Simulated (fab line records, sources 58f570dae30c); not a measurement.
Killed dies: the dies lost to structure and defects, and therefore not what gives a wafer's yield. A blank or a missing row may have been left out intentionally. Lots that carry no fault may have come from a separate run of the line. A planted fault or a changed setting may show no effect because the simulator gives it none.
Comparing a struck lot with a sound one ; flow berkeleyCmos170 ; 24 steps out of a route of 331
Sound: the wafers L341.3, L341.5, L341.6. Wafers L358.3, L358.5, L358.6 were the ones struck. The cause is named last.
Each step with rows lists, per side, the tool, then ch with its chambers, then its first start. Under that, the readings that differ: sound wafers ; struck wafers ; difference of the means ; sigmas: that difference in standard deviations of wafers without a fault.
alike: readings with means less than 2 such deviations apart, plus words and numbers identical on both sides. not compared: withheld readings, readings lacking a value on some wafer, bounds such as >300 that could conceal the same value, and numbers that have no deviation in the record and whose values overlap.
The two part at a step that has a row with sigmas, a row that says differs or no value, or rows on one side only. Non-overlapping numbers with no deviation appear without sigmas and do not part them. A reading that every wafer of one side lacks parts them only if that side has two wafers or more.

first, 4 steps without rows for these wafers: UCB170_PWELL_WET_ETCH_19 (etches Si3N4 in H3PO4, time 14400 s); UCB170_PWELL_WET_ETCH_20 (etches SiO2 in BOE, time 22 s); UCB170_WELLDRIVE_CLEAN_00 (cleans in SPM, time 600 s); UCB170_WELLDRIVE_OXIDATION_01 (target thk 199 nm, ox time 9000 s).
UCB170_WELLDRIVE_THK_MEAS_02:
  sound: filmMetro-02 at day 3 15:16; struck: filmMetro-01 at day 6 16:59
  alike: WELLDRIVE_OXIDE_THK
then, 5 steps without rows for these wafers: UCB170_WELLDRIVE_ANNEAL_03 (time 900 s); UCB170_WELLDRIVE_WET_ETCH_04 (etches SiO2 in BOE, time 120 s); UCB170_ACTIVE_CLEAN_00 (cleans in SPM, time 600 s); UCB170_ACTIVE_CLEAN_01 (cleans in dHF, time 60 s); UCB170_ACTIVE_OXIDATION_02 (target thk 26.4 nm, ox time 1260 s).
UCB170_ACTIVE_THK_MEAS_03:
  sound: filmMetro-04 at day 3 23:52; struck: filmMetro-01 at day 7 03:49
  alike: ACTIVE_OXIDE_THK
then, 1 step without rows for these wafers: UCB170_ACTIVE_ANNEAL_04 (time 900 s).
UCB170_ACTIVE_CVD_05: deposits Si3N4 from SiH2Cl2/NH3, target thk 220 nm, time 3300 s.
  sound on lpcvd-01 ch 0, day 4 05:02; struck on lpcvd-01 ch 0, day 7 10:35
reading;sound;struck;difference;sigmas
model.Si3N4_of_ACTIVE_CVD_05.thkNm (nm);217.8 216.6 216.5;276.7 277.7 277.6;+60.4;
UCB170_ACTIVE_THK_MEAS_06:
  sound: filmMetro-04 at day 4 06:58; struck: filmMetro-03 at day 7 12:31
reading;sound;struck;difference;sigmas
ACTIVE_NITRIDE_THK (nm);217.7 216.5 216.4;276.7 277.4 277.7;+60.4;+32
then, 6 steps without rows for these wafers: UCB170_ACTIVE_HMDS_07 (prime time 60 s); UCB170_ACTIVE_COAT_08 (resist thk 900 nm); UCB170_ACTIVE_SOFTBAKE_09 (time 60 s); UCB170_ACTIVE_EXPOSE_10 (exposes mask ACTIVE, target cd 1200 nm); UCB170_ACTIVE_PEB_11; UCB170_ACTIVE_DEVELOP_12 (develop time 45 s).
UCB170_ACTIVE_CD_MEAS_13: target cd 1200 nm.
  sound: cdSem-02 at day 4 08:21; struck: cdSem-02 at day 7 13:59
  alike: cdNm
UCB170_ACTIVE_OVL_MEAS_14:
  sound: overlay-02 at day 4 08:26; struck: overlay-01 at day 7 14:04
  alike: ACTIVE_OVL
UCB170_ACTIVE_ETCH_15: etches Si3N4 in CH3F/Ar/O2, stops on SiO2, target depth 242 nm, time 151 s.
  sound on rieDiel-03 ch 1,2, day 4 08:28; struck on rieDiel-04 ch 0,2, day 7 14:06
reading;sound;struck;difference;sigmas
oesProductAu (a.u.);0.919 0.914 0.930;1.019 1.008 1.030;+0.098;+8
model.etch.depthNm (nm);217.8 216.6 216.5;247.1 243.4 249.6;+29.7;
  alike: chamberPressureMTorr, drypumpMotorCurrentA, mfcArSccm, throttleValvePct
  not compared: rfHoursCounterH
UCB170_ACTIVE_STRIP_16: strips in O2.
  sound on plasmaAsher-04 ch 0,1, day 4 08:36; struck on plasmaAsher-02 ch 0,1, day 7 14:14
reading;sound;struck;difference;sigmas
stripTimeToEndpointS (s);18.23 18.37 18.31;18.10 18.09 18.09;-0.21;-3
  alike: chamberPressureMTorr, drypumpMotorCurrentA, oesProductAu
  not compared: rfHoursCounterH

## WHERE THEY PART
At UCB170_ACTIVE_THK_MEAS_06 first; at UCB170_ACTIVE_STRIP_16 last (within this record only).

WHY: whatever the simulator had introduced
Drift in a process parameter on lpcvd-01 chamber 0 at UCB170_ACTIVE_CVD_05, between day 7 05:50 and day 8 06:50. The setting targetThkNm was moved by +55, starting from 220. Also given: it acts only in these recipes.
